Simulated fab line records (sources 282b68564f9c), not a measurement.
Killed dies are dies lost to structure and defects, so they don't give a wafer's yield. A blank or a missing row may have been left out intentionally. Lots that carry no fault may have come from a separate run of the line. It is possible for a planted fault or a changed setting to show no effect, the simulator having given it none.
What tool caused it? || flow rit-cmos || 14 lots, 42 wafers sampled, at 2 steps of a route of 202

== WHAT THE GAUGES SHOWED, per wafer ==
RIT_CONTACT_THK_MEAS_01.
{"lot": "L455", "measured": "day 3 12:59", "on": "film-metro-02", "CONTACT_TEOS_THK (nm)": "392 397 394"}
{"lot": "L456", "measured": "day 3 18:19", "on": "film-metro-02", "CONTACT_TEOS_THK (nm)": "396 392 393"}
{"lot": "L459", "measured": "day 4 05:32", "on": "film-metro-02", "CONTACT_TEOS_THK (nm)": "388 388 391"}
{"lot": "L460", "measured": "day 4 09:32", "on": "film-metro-04", "CONTACT_TEOS_THK (nm)": "384 391 394"}
{"lot": "L461", "measured": "day 4 12:19", "on": "film-metro-04", "CONTACT_TEOS_THK (nm)": "384 386 391"}
{"lot": "L462", "measured": "day 4 16:23", "on": "film-metro-01", "CONTACT_TEOS_THK (nm)": "388 399 398"}
{"lot": "L467", "measured": "day 6 07:49", "on": "film-metro-02", "CONTACT_TEOS_THK (nm)": "388 387 398"}
{"lot": "L468", "measured": "day 6 13:34", "on": "film-metro-02", "CONTACT_TEOS_THK (nm)": "388 388 549"}
{"lot": "L469", "measured": "day 6 13:57", "on": "film-metro-04", "CONTACT_TEOS_THK (nm)": "388 386 392"}
{"lot": "L471", "measured": "day 7 00:23", "on": "film-metro-02", "CONTACT_TEOS_THK (nm)": "388 395 558"}
{"lot": "L473", "measured": "day 7 08:17", "on": "film-metro-02", "CONTACT_TEOS_THK (nm)": "386 395 391"}
{"lot": "L474", "measured": "day 7 13:02", "on": "film-metro-01", "CONTACT_TEOS_THK (nm)": "389 385 392"}
{"lot": "L476", "measured": "day 7 20:14", "on": "film-metro-02", "CONTACT_TEOS_THK (nm)": "389 391 394"}
{"lot": "L478", "measured": "day 8 03:53", "on": "film-metro-04", "CONTACT_TEOS_THK (nm)": "388 389 396"}

== WHAT TOOL EACH LOT RAN ON (gives the tool, then ch and the chambers of the sampled wafers, and finally the start) ==
{"lot": "L455", "RIT_CONTACT_CVD_00": "pecvd-04 ch 0,1,2, day 3 12:56"}
{"lot": "L456", "RIT_CONTACT_CVD_00": "pecvd-03 ch 0,1, day 3 18:16"}
{"lot": "L459", "RIT_CONTACT_CVD_00": "pecvd-03 ch 1,2, day 4 05:29"}
{"lot": "L460", "RIT_CONTACT_CVD_00": "pecvd-01 ch 0,1,2, day 4 09:28"}
{"lot": "L461", "RIT_CONTACT_CVD_00": "pecvd-04 ch 0,1, day 4 12:15"}
{"lot": "L462", "RIT_CONTACT_CVD_00": "pecvd-03 ch 1,2, day 4 16:19"}
{"lot": "L467", "RIT_CONTACT_CVD_00": "pecvd-04 ch 0,1, day 6 07:46"}
{"lot": "L468", "RIT_CONTACT_CVD_00": "pecvd-03 ch 0,1,2, day 6 13:31"}
{"lot": "L469", "RIT_CONTACT_CVD_00": "pecvd-01 ch 0,1,2, day 6 13:54"}
{"lot": "L471", "RIT_CONTACT_CVD_00": "pecvd-03 ch 0,2, day 7 00:17"}
{"lot": "L473", "RIT_CONTACT_CVD_00": "pecvd-04 ch 1,2, day 7 08:13"}
{"lot": "L474", "RIT_CONTACT_CVD_00": "pecvd-01 ch 1,2, day 7 12:59"}
{"lot": "L476", "RIT_CONTACT_CVD_00": "pecvd-04 ch 0,1,2, day 7 20:10"}
{"lot": "L478", "RIT_CONTACT_CVD_00": "pecvd-01 ch 0,2, day 8 03:50"}
- RIT_CONTACT_CVD_00: deposits SiO2 from TEOS, target thk 400 nm, time 59.75 s.

== WHAT THE TOOLS THEMSELVES READ (means of the sampled wafers that have a number; where no wafer has one, the mark that the record gives instead) ==
RIT_CONTACT_CVD_00.
{"lot": "L455", "tool": "pecvd-04", "heater-power-w (W)": 333}
{"lot": "L456", "tool": "pecvd-03", "heater-power-w (W)": 325}
{"lot": "L459", "tool": "pecvd-03", "heater-power-w (W)": 305}
{"lot": "L460", "tool": "pecvd-01", "heater-power-w (W)": 313}
{"lot": "L461", "tool": "pecvd-04", "heater-power-w (W)": 372}
{"lot": "L462", "tool": "pecvd-03", "heater-power-w (W)": 338}
{"lot": "L467", "tool": "pecvd-04", "heater-power-w (W)": 295}
{"lot": "L468", "tool": "pecvd-03", "heater-power-w (W)": 368}
{"lot": "L469", "tool": "pecvd-01", "heater-power-w (W)": 364}
{"lot": "L471", "tool": "pecvd-03", "heater-power-w (W)": 421}
{"lot": "L473", "tool": "pecvd-04", "heater-power-w (W)": 295}
{"lot": "L474", "tool": "pecvd-01", "heater-power-w (W)": 331}
{"lot": "L476", "tool": "pecvd-04", "heater-power-w (W)": 349}
{"lot": "L478", "tool": "pecvd-01", "heater-power-w (W)": 388}

== THE ANSWER, worked out from the rows above alone ==
Rule: the usual values come from the lots themselves. Put in order of their means at a reading, lots are off if they are a third of the lots or fewer, leave a main group of 4 or more, and stand apart from it by a gap of 3 or more times the standard deviation of the main group's means; of several such gaps the widest counts. Not used: any main group whose means are identical at the precision the tables above print for the reading. A lot without any number at a reading at which 4 lots or more have one is off too. Where the step has rows for the other lots, those lots are counted as sound. Order of review: gauges by route order, followed by the tools' own readings, for which a lot's mean as printed above is used. The first step at which some lot is off is used, and at that step the reading that is off furthest; a lot without a number counts as furthest.
Off: L468, L471, seen at RIT_CONTACT_THK_MEAS_01 (CONTACT_TEOS_THK). The main group has a mean of 391 nm with a standard deviation of 2.4.
If a tool, at a process step before that reading, ran all the lots that are off and no sound lot after the first of them, it fits. Those tools and the gauges at RIT_CONTACT_THK_MEAS_01 are tried in the same way. One fits: RIT_CONTACT_CVD_00 on pecvd-03. A fault onset in the window from L462 (day 4 16:19, its last sound lot) to L468 (day 6 13:31, its first lot off) fits.

== WHAT THE SIMULATOR HAD INSERTED ==
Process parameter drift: pecvd-03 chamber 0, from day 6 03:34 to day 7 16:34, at RIT_CONTACT_CVD_00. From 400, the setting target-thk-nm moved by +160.
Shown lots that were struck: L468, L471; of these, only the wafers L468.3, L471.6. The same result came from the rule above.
